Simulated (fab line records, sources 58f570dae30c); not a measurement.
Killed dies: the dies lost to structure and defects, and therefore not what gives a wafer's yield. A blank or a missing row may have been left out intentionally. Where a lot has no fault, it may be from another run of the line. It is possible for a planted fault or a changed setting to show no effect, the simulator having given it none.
Comparing a struck lot with a sound one | flow berkeley-cmos170 | 17 out of 331 route steps
Sound: the wafers L273.4, L273.5, L273.6. Struck: wafers L280.1, L280.2, L280.5. Last of all comes the cause.
Per side, at each step with rows, come the tool, then ch with its chambers, and then its first start. Under that, the readings that differ: sound wafers | struck wafers | difference of the means | sigmas: that difference in standard deviations of wafers without a fault.
alike: same words and numbers on both sides, and readings whose means sit less than 2 such deviations apart. not compared: any withheld reading, any reading some wafer has no value for, any bound like >300 that may hide the same value, and any number with overlapping values for which the record gives no deviation.
Wherever a step has rows on one side only, a row that says differs or no value, or a row with sigmas, the two part there. Numbers that don't overlap but have no deviation are shown without sigmas and don't part them. A reading that every wafer of one side lacks parts them only if that side has two wafers or more.

first, 1 step without rows for these wafers: UCB170_ZERO_DEVELOP_05 (develop time 45 s).
UCB170_ZERO_ETCH_06: etches SiO2 in CHF3/CF4/Ar, time 12 s.
  sound on rie-diel-03 ch 0,1,2, day 1 16:59; struck on rie-diel-01 ch 0,1,2, day 3 05:15
  alike: CHF3_flow_sccm, chamber-pressure-mTorr, drypump-motor-current-A, oes-product-au, rf-fwd-power-W, throttle-valve-pct
  not compared: rf-hours-counter-h
UCB170_ZERO_STRIP_07: strips in O2.
  sound on plasma-asher-02 ch 0,1, day 1 17:03; struck on plasma-asher-04 ch 0,1, day 3 05:16
  alike: chamber-pressure-mTorr, drypump-motor-current-A, oes-product-au, strip-time-to-endpoint-s
  not compared: rf-hours-counter-h
then, 2 steps without rows for these wafers: UCB170_NWELL_WET_ETCH_00 (etches SiO2 in dHF, time 200 s); UCB170_NWELL_OXIDATION_01 (target thk 26.4 nm, ox time 1260 s).
UCB170_NWELL_THK_MEAS_02:
  sound on film-metro-04 at day 1 19:02; struck on film-metro-02 at day 3 11:23
  reading              | sound          | struck         | difference | sigmas
  NWELL_OXIDE_THK (nm) | 25.3 25.9 25.8 | 26.8 26.7 27.0 | +1.2       | +2
then, 2 steps without rows for these wafers: UCB170_NWELL_ANNEAL_03 (time 900 s); UCB170_NWELL_CVD_04 (deposits Si3N4 from SiH2Cl2/NH3, target thk 224 nm, time 3360 s).
UCB170_NWELL_THK_MEAS_05:
  sound on film-metro-01 at day 1 23:22; struck on film-metro-01 at day 3 20:08
  alike: NWELL_NITRIDE_THK
then, 3 steps without rows for these wafers: UCB170_NWELL_HMDS_06 (prime time 60 s); UCB170_NWELL_COAT_07 (resist thk 900 nm); UCB170_NWELL_SOFTBAKE_08 (time 60 s).
UCB170_NWELL_EXPOSE_09: exposes mask NWELL, target cd 3000 nm.
  sound on krf-scanner-02 ch 0, day 2 00:01; struck on krf-scanner-02 ch 0, day 3 20:45
  reading                       | sound                | struck      | difference | sigmas
  model.NWELL.overlay-x-nm (nm) | -4.251 -4.251 -4.251 | 677 677 677 | +681       |
  alike: mask, exposure-dose-mJ-cm2
then, 2 steps without rows for these wafers: UCB170_NWELL_PEB_10; UCB170_NWELL_DEVELOP_11 (develop time 45 s).
UCB170_NWELL_OVL_MEAS_12:
  sound on overlay-02 at day 2 00:22; struck on overlay-01 at day 3 21:28
  reading        | sound   | struck      | difference | sigmas
  NWELL_OVL (nm) | 2 -9 -1 | 679 683 686 | +685       | +99 or more
  not compared: hold
UCB170_M3_PROBE_99:
  the record holds rows for the sound wafers here (prober-02, day 7 00:02) but none for the struck ones

WHERE THEY PART
Earliest at UCB170_NWELL_THK_MEAS_02; latest, in this record, at UCB170_M3_PROBE_99.

WHY: what the simulator had put in
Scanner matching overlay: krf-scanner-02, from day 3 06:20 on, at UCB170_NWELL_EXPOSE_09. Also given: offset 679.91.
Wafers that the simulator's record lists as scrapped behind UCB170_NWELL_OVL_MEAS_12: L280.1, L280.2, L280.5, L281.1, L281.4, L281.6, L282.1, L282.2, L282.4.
